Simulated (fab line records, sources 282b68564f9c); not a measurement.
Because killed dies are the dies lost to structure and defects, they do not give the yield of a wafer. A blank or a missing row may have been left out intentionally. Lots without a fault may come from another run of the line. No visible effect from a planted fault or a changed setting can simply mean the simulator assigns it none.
One fault through the eyes of 2 desks    flow rit_cmos    only its own numbers are on each desk; what lay behind them is given at the end

THE TOOL OWNER'S DESK: implanter-01
The tool's own readings at RIT_PWELL_IMPLANT_08: means of the sampled wafers that have a number, for each lot that ran on this tool. The brackets show how far a lot's mean lies from the usual mean; more than 4 standard deviations puts the lot out of limits, marked OUT.
Columns: A = beam_energy_keV at RIT_PWELL_IMPLANT_08, usual 170.00; B = dose_ions_cm2 at RIT_PWELL_IMPLANT_08, usual 6.998e+13; C = faraday_current_uA at RIT_PWELL_IMPLANT_08, usual 221
lot   first seen here  A       B                            C
L503  day 2 01:02      169.92  6.984e+13                    220
L504  day 2 04:48      169.99  6.989e+13                    221
L512  day 3 22:21      170.08  7.003e+13                    218
L516  day 4 18:29      169.96  9.948e+13 (+99 or more) OUT  306 (+18) OUT
L518  day 5 04:22      169.99  9.932e+13 (+99 or more) OUT  318 (+20) OUT
This desk's finding: out of limits on L516, L518; first on L516, day 4 18:29 (dose_ions_cm2 at RIT_PWELL_IMPLANT_08). In limits: L503, L504, L512.

THE METROLOGY DESK
What the gauges read, lot by lot, whatever tool the lot ran on: means of the sampled wafers that have a number. The brackets show how far a lot's mean lies from the usual mean; more than 4 standard deviations puts the lot out of limits, marked OUT.
Columns: A = PWELL_TW at RIT_PWELL_TW_MEAS_10, usual 953; B = PWELL_RS at RIT_WELLDRIVE_RS_MEAS_02, usual 429.6 ohm/sq
lot   first seen here  A               B
L503  day 2 01:21      949             428.7
L504  day 2 05:07      945             431.4
L505  day 2 10:04      962             429.8
L507  day 2 19:00      966             429.6
L509  day 3 06:34      965             428.7
L510  day 3 12:30      947             430.5
L511  day 3 17:47      966             429.4
L512  day 3 22:39      962             432.5
L513  day 4 01:37      941             429.6
L516  day 4 18:49      1050 (+10) OUT  345.8 (-60) OUT
L518  day 5 04:41      1061 (+11) OUT  346.5 (-59) OUT
L519  day 5 09:21      960             429.8
L525  day 6 13:01      951             429.9
L526  day 6 20:49      943             430.0
This desk reports L516, L518 out of limits; the earliest was L516 at day 4 18:49 (PWELL_TW at RIT_PWELL_TW_MEAS_10). In limits: L503, L504, L505, L507, L509, L510, L511, L512, L513, L519, L525, L526.

PUT TOGETHER
The tool owner's desk had the chance to raise an alarm at day 4 18:29 on L516, L518.
The metrology desk could have raised an alarm at day 4 18:49, on L516, L518.
Of the lots named, all ran RIT_PWELL_IMPLANT_08 on implanter-01.

WHAT HAD BEEN PUT IN BY THE SIMULATOR
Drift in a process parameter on implanter-01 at RIT_PWELL_IMPLANT_08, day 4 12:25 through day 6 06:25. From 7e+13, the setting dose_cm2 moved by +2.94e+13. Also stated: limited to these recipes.
Struck lots among those shown: L516, L518.
Fault start to first reading out of limits, in hours, per desk: tool owner, 6; metrology, 6.
